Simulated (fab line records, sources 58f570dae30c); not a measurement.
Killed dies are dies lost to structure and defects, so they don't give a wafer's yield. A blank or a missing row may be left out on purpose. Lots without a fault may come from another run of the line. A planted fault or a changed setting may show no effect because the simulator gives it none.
fab line records | flow berkeley_cmos170
record lots=6 wafers=18 last_day=11
route steps=331 shown NWELL@15
lots that met no fault: from a run of the same line without faults
start_h: hours from the record's first day to the start of the lot's first wafer shown | wait_h: hours since the lot's step before | " the same as in the row above | L1.1+2: a row that stands for several wafers | - no value, or no start given | * or withheld: withheld | < > ~ a bound
route shown NAME@n: a module of which the file shows steps, and the number in the route of the first | usual: mean/standard deviation of fault-free wafers | same: alike in all rows | chamber/n: place in a boat | sites: the reading at each site | _std_site: their standard deviation | _edge_site: outer sites' mean less inner sites' | radius_mm: how far each site lies from the wafer's centre | mask NAME#n: copy n | behind: the tool/chamber that last shaped the wafer | hold: why the lot was held/for how many hours/how that ended | device: the transistor (n, p or np) that didn't switch | end of line: the same wafers' tests at the end of the route | a step without rows: its recipe alone | killed: dies lost to structure and defects at the first sort, not the wafer's yield | map: a wafer's dies, x killed, . not, _ none there
set.NAME: the setting as run; set.NAME@STEP: as run at that earlier step | model.NAME: the simulator's own value behind a step, which no gauge read
lots at some steps of the route; a table a step, a row a wafer
services: from which hour (start_h, from the record's first day; less than 0 if before it) a tool's chamber was out of use, for how many hours, and why
## steps
# step UCB170_NWELL_OXIDATION_01
# recipe temp_c=1000 ambient=O2 target_thk_a=264 ox_time_s=1260
# step UCB170_NWELL_THK_MEAS_02
# recipe reads=SiO2_of_NWELL_OXIDATION_01
# usual NWELL_OXIDE_THK=26.2/0.49
# columns lot.wafer tool chamber start_h wait_h NWELL_OXIDE_THK[nm]
L885.1 film_metro-04 - 48.62 0.0 26.2
L885.3 " - " " 25.9
L885.4 " - " " 26.6
L888.2 film_metro-02 - 59.56 0.0 26.6
L888.5 " - " " 26.8
L888.6 " - " " 26.6
L890.1 film_metro-02 - 69.57 0.0 26.5
L890.3 " - " " 25.9
L890.4 " - " " 26.6
L891.2 film_metro-03 - 72.08 0.0 26.8
L891.4 " - " " 26.2
L891.6 " - " " 26.3
L892.2 film_metro-02 - 77.36 0.0 26.0
L892.3 " - " " 26.2
L892.5 " - " " 26.7
L900.1 film_metro-04 - 116.21 0.0 26.6
L900.3 " - " " 27.0
L900.5 " - " " 26.7
# step UCB170_NWELL_ANNEAL_03
# recipe temp_c=1000 time_s=900 ambient=N2
# step UCB170_NWELL_CVD_04
# recipe material=Si3N4 target_thk_nm=224 temp_c=800 precursor=SiH2Cl2/NH3 time_s=3360 pressure_mtorr=200 sih2cl2_flow_sccm=25 nh3_flow_sccm=75
# step UCB170_NWELL_THK_MEAS_05
# recipe reads=Si3N4_of_NWELL_CVD_04
# usual NWELL_NITRIDE_THK=223.7/1.9
# columns lot.wafer tool chamber start_h wait_h NWELL_NITRIDE_THK[nm]
L885.1 film_metro-04 - 54.55 0.0 223.9
L885.3 " - " " 225.6
L885.4 " - " " 226.0
L888.2 film_metro-04 - 64.60 0.0 221.1
L888.5 " - " " 222.3
L888.6 " - " " 221.9
L890.1 film_metro-03 - 75.25 0.0 223.4
L890.3 " - " " 224.4
L890.4 " - " " 223.0
L891.2 film_metro-02 - 79.23 0.1 224.1
L891.4 " - " " 222.5
L891.6 " - " " 224.0
L892.2 film_metro-03 - 83.77 0.0 224.6
L892.3 " - " " 222.9
L892.5 " - " " 222.2
L900.1 film_metro-03 - 121.06 0.0 218.7
L900.3 " - " " 218.4
L900.5 " - " " 219.0
# step UCB170_NWELL_HMDS_06
# recipe prime_time_s=60 prime_temp_c=100
# step UCB170_NWELL_COAT_07
# recipe resist=KrF spin_rpm=1500 resist_thk_nm=900
# step UCB170_NWELL_SOFTBAKE_08
# recipe resist=KrF temp_c=130 time_s=60
# step UCB170_NWELL_EXPOSE_09
# recipe mask_id=NWELL target_cd_nm=3000 na=0.5 sigma_outer=0.6 source_shape=conventional dose_mj=25
# step UCB170_NWELL_PEB_10
# recipe peb_temp_c=130 peb_time_s=withheld resist=KrF
# step UCB170_NWELL_DEVELOP_11
# recipe developer=TMAH develop_time_s=45 resist=KrF dev_temp_c=21
# step UCB170_NWELL_OVL_MEAS_12
# usual NWELL_OVL=2/5.3
# columns lot.wafer tool chamber start_h wait_h NWELL_OVL[nm]
L885.1 overlay-02 - 55.45 - -6
L885.3 " - " " -9
L885.4 " - " " -4
L888.2 overlay-02 - 65.75 - 1
L888.5 " - " " 7
L888.6 " - " " -1
L890.1 overlay-02 - 76.43 - -7
L890.3 " - " " -1
L890.4 " - " " 1
L891.2 overlay-02 - 80.47 - 7
L891.4 " - " " 0
L891.6 " - " " 2
L892.2 overlay-01 - 84.99 - -11
L892.3 " - " " -1
L892.5 " - " " 4
L900.1 overlay-02 - 122.31 - -10
L900.3 " - " " -8
L900.5 " - " " -5
# step UCB170_NWELL_ETCH_13
# recipe chemistry=CH3F/Ar/O2 target=Si3N4 stop_on=SiO2 CH3F_flow_sccm=20 Ar_flow_sccm=50 O2_flow_sccm=7 pressure_mtorr=50 rf_w=450 target_depth_a=2464 over_etch_frac=0.1 time_s=154
# usual drypump_motor_current_A=5.6/0.57 oes_product_au=0.937/0.015 rf_fwd_power_W=448.2/1.6 throttle_valve_pct=8.02/0.13
# columns lot.wafer tool chamber start_h wait_h drypump_motor_current_A oes_product_au rf_fwd_power_W rf_hours_counter_h throttle_valve_pct model.KrF_of_NWELL_COAT_07.thk_nm
L885.1 rie_diel-01 2 55.49 0.0 5.3 0.941 447.5 69 7.93 726.6
L885.3 " 1 " " 6.7 0.949 446.7 2 7.92 722.9
L885.4 " 3 " " 5.2 0.960 448.8 10 8.16 727.2
L888.2 rie_diel-03 2 65.78 0.0 6.3 0.937 446.1 46 8.21 723.2
L888.5 " 2 " " 6.3 0.937 446.0 - 8.20 724.2
L888.6 " 3 " " 4.8 0.919 447.9 - 7.99 717.7
L890.1 rie_diel-03 1 76.46 0.0 6.0 0.930 447.2 150 8.24 724.7
L890.3 " 0 " " 5.1 0.926 374.6 30 7.96 731.9
L890.4 " 3 " " 4.8 0.926 450.7 69 7.99 718.8
L891.2 rie_diel-01 2 80.50 0.0 5.3 0.936 449.5 70 7.95 718.8
L891.4 " 0 " " 5.2 0.928 449.2 16 7.96 720.8
L891.6 " 0 " " 5.2 0.929 448.4 - 7.95 719.3
L892.2 rie_diel-03 0 85.02 0.0 5.1 0.933 377.3 30 7.96 729.2
L892.3 " 2 " " 6.3 0.934 447.7 47 8.20 721.6
L892.5 " 1 " " 5.9 0.912 450.1 - 8.22 721.3
L900.1 rie_diel-02 3 122.35 0.0 5.8 0.940 448.1 108 8.12 727.1
L900.3 " 1 " " 5.6 0.903 446.6 4 7.77 723.7
L900.5 " 1 " " 5.6 0.902 447.7 - 7.79 727.7
# step UCB170_NWELL_IMPLANT_14
# recipe species=P dose_cm2=1e+13 energy_kev=150 tilt_deg=7
## services
# columns tool chamber start_h hours kind
rie_diel-03 3 37.43 23.6 repair
rie_diel-02 0 48.83 - clean
rie_diel-02 0 48.83 16.3 scheduled_down
rie_diel-02 0 48.83 16.3 vent_cycle
rie_diel-02 0 119.95 15.3 repair
## key
first_sign step=UCB170_NWELL_ETCH_13 reading=rf_fwd_power_W direction=down sigmas=46 usual=448.2 struck=376.0
effect none on later readings
model_effect step=UCB170_NWELL_ETCH_13 value=KrF_of_NWELL_COAT_07.thk_nm without=716.6 struck=730.5
met_at UCB170_NWELL_ETCH_13
struck_wafers L890.3,L892.2
sort_left_out L890.3,L892.2
tester_left_out L890,L892
fault kind=process_parameter_drift tool=rie_diel-03 chamber=0 onset_h=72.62 steps=UCB170_NWELL_ETCH_13 channel=rf_w offset=-72 shape=step end_h=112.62 acts_in=these_recipes_only stated=450
# tester_left_out: of these lots the tester's yield and bins aren't shown, on N5 and GAA mostly nor the transistor test; their killed dies are dies lost to structure and defects alone, not to doping, threshold or leakage, so they don't give the yield
# sort_left_out: the simulated sort isn't trusted on such a fault, so these wafers' sort isn't shown, and their yield isn't known
